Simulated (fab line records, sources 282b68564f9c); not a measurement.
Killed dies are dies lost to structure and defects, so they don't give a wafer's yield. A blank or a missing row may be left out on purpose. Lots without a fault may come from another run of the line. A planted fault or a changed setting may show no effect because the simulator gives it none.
Which tool did it? | flow rit_cmos | 7 lots, 21 wafers sampled, at 2 steps of a route of 202

WHAT THE GAUGES READ, wafer by wafer
RIT_GATE_OVL_MEAS_17.
lot  | measured    | on         | GATE_OVL (nm)
L949 | day 3 03:14 | overlay-01 | 1.1 0.8 -0.7
L951 | day 3 15:16 | overlay-01 | -1.6 -0.6 -1.2
L955 | day 4 11:52 | overlay-02 | -0.8 -0.1 -0.9
L962 | day 5 19:59 | overlay-01 | -0.3 -1.6 -1.5
L969 | day 7 07:22 | overlay-01 | 0.8 0.1 0.4

WHICH TOOL RAN EACH LOT (tool, then ch and the chambers of the sampled wafers, then the start)
lot  | RIT_FOX2_OXIDATION_00
L949 | furnace-03 ch 0, day 2 04:59
L951 | furnace-04 ch 0, day 2 19:36
L955 | furnace-03 ch 0, day 3 11:40
L958 | furnace-01, day 4 02:23
L960 | furnace-04, day 4 11:49
L962 | furnace-01 ch 0, day 5 00:16
L969 | furnace-04 ch 0, day 6 09:15
- RIT_FOX2_OXIDATION_00: target thk 350.7 nm, ox time 1130 s.

THE ANSWER, worked out from the rows above alone
Rule: what is usual is taken from the lots themselves. Put in order of their means at a reading, lots are off if they are a third of the lots or fewer, leave a main group of 4 or more, and stand apart from it by a gap of 3 or more times the standard deviation of the main group's means; of several such gaps the widest counts. A main group whose means are all the same, to the digits that the tables above print for the reading, isn't used. A lot without any number at a reading at which 4 lots or more have one is off too. The other lots that the step has rows for count as sound.
No lot is off at any reading shown: from this, nothing can be told.

WHAT THE SIMULATOR HAD PUT IN
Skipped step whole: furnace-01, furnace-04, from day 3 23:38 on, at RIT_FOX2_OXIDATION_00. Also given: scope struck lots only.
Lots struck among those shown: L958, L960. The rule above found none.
